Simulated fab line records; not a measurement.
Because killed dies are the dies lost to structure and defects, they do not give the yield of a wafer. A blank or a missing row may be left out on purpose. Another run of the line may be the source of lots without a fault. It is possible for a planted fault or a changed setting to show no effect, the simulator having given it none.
Comparing a struck lot with a sound one | flow berkeley_cmos170 | 13 steps out of a route of 331
Sound: the wafers L474.4, L474.5, L474.6. Wafers L481.1, L481.2, L481.3 were the ones struck. The cause is named last.
Order at every step that has rows: each side's tool, ch and its chambers, its first start. Under that, the readings that differ: sound wafers | struck wafers | difference of the means | sigmas: that difference in standard deviations of wafers without a fault.
alike: readings whose means differ by less than 2 such deviations, and words and numbers that are the same on both sides. not compared: withheld readings, readings that some wafer has no value for, bounds like >300 that may hide the same value, and numbers for which the record gives no deviation and whose values overlap.
Wherever a step has rows on one side only, a row that says differs or no value, or a row with sigmas, the two part there. Non-overlapping numbers with no deviation appear without sigmas and do not part them. A reading that every wafer of one side lacks parts them only if that side has two wafers or more.

first, 2 steps without rows for these wafers: UCB170_NLDD_PEB_04; UCB170_NLDD_DEVELOP_05 (develop time 45 s).
UCB170_NLDD_CD_MEAS_06 targets a cd of 1200 nm.
  struck on cd_sem-02, day 8 20:59; sound on cd_sem-02, day 6 19:20
  alike: cd_nm
UCB170_NLDD_OVL_MEAS_07:
  struck on overlay-01, day 8 21:06; sound on overlay-01, day 6 19:25
  alike: NLDD_OVL
then, 2 steps without rows for these wafers: UCB170_NLDD_IMPLANT_08; UCB170_NLDD_IMPLANT_09.
UCB170_NLDD_STRIP_10: strips in O2.
  sound on plasma_asher-04 ch 0,1, day 6 19:46; struck on plasma_asher-03 ch 0,1, day 8 21:26
  alike: drypump_motor_current_A, oes_product_au, strip_time_to_endpoint_s
  not compared: rf_hours_counter_h
UCB170_NLDD_TW_MEAS_11:
  struck on film_metro-04, day 8 21:32; sound on film_metro-03, day 6 19:52
  alike: NLDD_TW
then, 1 step without rows for these wafers: UCB170_NLDD_CLEAN_12 (cleans in SPM, time 600 s).
UCB170_SPACER_CVD_00: deposits SiO2 from TEOS/O2, target thk 376 nm, time 47 s.
  sound on pecvd-04 ch 0,1,2, day 6 20:07; struck on pecvd-03 ch 0,1,2, day 8 21:46
  alike: heater_power_w, rf_fwd_power_W, susceptor_temp_C
UCB170_SPACER_THK_MEAS_01:
  struck on film_metro-02, day 8 21:49; sound on film_metro-02, day 6 20:10
  alike: SPACER_TEOS_THK
then, 1 step without rows for these wafers: UCB170_SPACER_ANNEAL_02 (time 1800 s).
UCB170_SPACER_ETCHBACK_03: etches SiO2 in CHF3/CF4/Ar, stops on Si, target depth 376 nm, time 100 s.
  sound on rie_diel-04 ch 1,2,3, day 7 01:53; struck on rie_diel-04 ch 0,1,3, day 9 02:10
  reading                  | sound             | struck            | difference                    | sigmas
  oes_product_au (a.u.)    | 0.937 0.897 0.895 | 1.012 0.987 0.983 | +0.084                        | +6
  rf_fwd_power_W (W)       | 496.2 493.4 495.0 | - - -             | no value on the struck wafers |
  rf_hours_counter_h (h)   | - - -             | 60 103 17         | no value on the sound wafers  |
  run_length_s (s)         | 128.2 128.3 129.0 | 89.1 89.2 87.5    | -39.9                         | -73
  model.etch.depth_nm (nm) | 378.6 377.9 375.6 | 263.3 254.5 261   | -117.8                        |
  alike: drypump_motor_current_A, mfc_ar_sccm, throttle_valve_pct

## WHERE THEY PART
At UCB170_SPACER_ETCHBACK_03 and nowhere else, as far as this record goes.

WHY: the cause the simulator had injected
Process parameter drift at UCB170_SPACER_ETCHBACK_03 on rie_diel-04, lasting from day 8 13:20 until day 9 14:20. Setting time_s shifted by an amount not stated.
